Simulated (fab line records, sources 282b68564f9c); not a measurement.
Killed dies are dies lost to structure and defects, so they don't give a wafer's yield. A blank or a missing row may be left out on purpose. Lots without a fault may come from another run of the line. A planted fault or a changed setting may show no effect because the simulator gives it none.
Which tool did it? | flow rit_cmos | 7 lots, 21 wafers sampled, at 2 steps of a route of 202

WHAT THE GAUGES READ, wafer by wafer
RIT_M1_RS_MEAS_01: measures by four-point-probe.
lot  | measured    | on            | M1_AL_RS (ohm/sq)
L164 | day 4 13:24 | film_metro-03 | 0.0742 0.0736 0.0745
L166 | day 4 23:23 | film_metro-03 | 0.0418 0.0419 0.0418
L171 | day 6 04:12 | film_metro-04 | 0.0732 0.0752 0.0745
L175 | day 6 22:43 | film_metro-03 | 0.0742 0.0752 0.0752
L177 | day 7 06:49 | film_metro-03 | 0.0741 0.0752 0.0754
L179 | day 7 16:56 | film_metro-04 | 0.0747 0.0721 0.0731
L181 | day 8 02:19 | film_metro-04 | 0.0723 0.0732 0.0761

WHICH TOOL RAN EACH LOT (tool, then ch and the chambers of the sampled wafers, then the start)
lot  | RIT_M1_SPUTTER_00
L164 | pvd_sputter-03, day 4 13:04
L166 | pvd_sputter-03, day 4 23:04
L171 | pvd_sputter-02, day 6 03:53
L175 | pvd_sputter-02, day 6 22:25
L177 | pvd_sputter-02, day 7 06:31
L179 | pvd_sputter-02, day 7 16:34
L181 | pvd_sputter-02, day 8 02:02
- RIT_M1_SPUTTER_00: material Al, target thk 400 nm, time 500 s.

THE ANSWER, worked out from the rows above alone
Rule: what is usual is taken from the lots themselves. Put in order of their means at a reading, lots are off if they are a third of the lots or fewer, leave a main group of 4 or more, and stand apart from it by a gap of 3 or more times the standard deviation of the main group's means; of several such gaps the widest counts. A main group whose means are all the same, to the digits that the tables above print for the reading, isn't used. A lot without any number at a reading at which 4 lots or more have one is off too. The other lots that the step has rows for count as sound.
Off: L166, at RIT_M1_RS_MEAS_01 (M1_AL_RS). The main group: mean 0.0742 ohm/sq, standard deviation 0.00056.
A tool fits if, at a process step before that reading, it ran every lot that is off, and no sound lot after the first of them. The gauges at RIT_M1_RS_MEAS_01 are tried like those tools. One fits: pvd_sputter-03 at RIT_M1_SPUTTER_00. Its last sound lot is L164 (day 4 13:04), its first lot that is off L166 (day 4 23:04): a fault that began between those two fits.

WHAT THE SIMULATOR HAD PUT IN
Process parameter drift: pvd_sputter-03, from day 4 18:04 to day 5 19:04, at RIT_M1_SPUTTER_00. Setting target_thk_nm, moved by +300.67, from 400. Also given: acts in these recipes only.
Lots struck among those shown: L166. The rule above found the same.
